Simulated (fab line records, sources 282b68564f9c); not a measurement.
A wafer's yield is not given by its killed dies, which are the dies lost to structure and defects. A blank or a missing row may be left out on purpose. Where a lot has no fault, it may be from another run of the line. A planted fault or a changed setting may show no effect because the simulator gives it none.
Comparing a struck lot with a sound one | flow rit-cmos | 14 out of 202 route steps
Sound: the wafers L270.2, L270.4, L270.5. Struck: wafers L260.1, L260.2, L260.6. The cause comes at the end.
Order at every step that has rows: each side's tool, ch and its chambers, its first start. Under that, the readings that differ: sound wafers | struck wafers | difference of the means | sigmas: that difference in standard deviations of wafers without a fault.
alike: words and numbers the same on both sides, and readings whose means are apart by under 2 such deviations; not compared: readings that were withheld, readings missing a value for some wafer, numbers with overlapping values and no deviation given by the record, and bounds like >300 which may hide the same value.
Wherever a step has rows on one side only, a row that says differs or no value, or a row with sigmas, the two part there. Numbers that have no deviation but don't overlap get no sigmas and don't part them. Lack of a reading on every wafer of one side parts them only where that side has two or more wafers.

first, 1 step without rows for these wafers: RIT_ACTIVE_OXIDATION_01 (target thk 46.8 nm, ox time 3360 s).
RIT_ACTIVE_THK_MEAS_02:
  sound: film-metro-02 at day 4 07:16; struck: film-metro-01 at day 2 03:27
  alike: ACTIVE_OXIDE_THK
then, 1 step without rows for these wafers: RIT_ACTIVE_CVD_03 (deposits Si3N4 from SiH2Cl2/NH3, target thk 150 nm, time 1500 s).
RIT_ACTIVE_THK_MEAS_04:
  sound: film-metro-01 at day 4 08:44; struck: film-metro-01 at day 2 04:56
  alike: ACTIVE_NITRIDE_THK
then, 6 steps without rows for these wafers: RIT_ACTIVE_HMDS_05 (prime time 60 s); RIT_ACTIVE_COAT_06 (resist thk 1000 nm); RIT_ACTIVE_SOFTBAKE_07 (time 60 s); RIT_ACTIVE_EXPOSE_08 (exposes mask M1, target cd 1400 nm); RIT_ACTIVE_PEB_09; RIT_ACTIVE_DEVELOP_10 (develop time 50 s).
RIT_ACTIVE_CD_MEAS_11: the cd target is 1400 nm.
  sound: cd-sem-01 at day 4 09:40; struck: cd-sem-01 at day 2 05:59
  reading    | sound                | struck               | difference | sigmas
  cd-nm (nm) | 1396.8 1398.1 1399.7 | 1402.9 1403.7 1404.0 | +5.3       | +2
then, 1 step without rows for these wafers: RIT_ACTIVE_HARDBAKE_12 (time 60 s).
RIT_ACTIVE_ETCH_13: etches Si3N4 in SF6, stops on SiO2, time 210 s, target depth 210 nm.
  sound on rie-diel-03 ch 1,2, day 4 09:55; struck on rie-diel-01 ch 0,2, day 2 06:16
  reading                                       | sound             | struck            | difference | sigmas
  drypump-motor-current-A (A)                   | 5.36 5.19 5.32    | 5.77 6.04 6.06    | +0.67      | +3
  model.NOVOLAK_of_ACTIVE_COAT_06.thk-nm (nm)   | 643 653.1 645.5   | 555.6 548.9 548.7 | -96.1      |
  model.SiO2_of_ACTIVE_OXIDATION_01.thk-nm (nm) | 42.45 44.74 42.52 | 0 0 0             | -43        |
  model.ACTIVE.feature-depth-nm (nm)            | 152 151.2 152.9   | 194.7 195.2 194.1 | +42.6      |
  alike: chamber-pressure-mTorr, oes-product-au, throttle-valve-pct
  not compared: rf-hours-counter-h
RIT_ACTIVE_STRIP_14: strips in O2, time 180 s.
  sound on plasma-asher-01 ch 0,1, day 4 10:02; struck on plasma-asher-04 ch 0,1, day 2 06:24
  alike: chamber-pressure-mTorr, drypump-motor-current-A
  not compared: rf-hours-counter-h

== WHERE THEY PART ==
Earliest at RIT_ACTIVE_CD_MEAS_11; latest, in this record, at RIT_ACTIVE_ETCH_13. Later steps at which nothing parts them and some readings are alike: RIT_ACTIVE_STRIP_14.

WHY: what had been put in by the simulator
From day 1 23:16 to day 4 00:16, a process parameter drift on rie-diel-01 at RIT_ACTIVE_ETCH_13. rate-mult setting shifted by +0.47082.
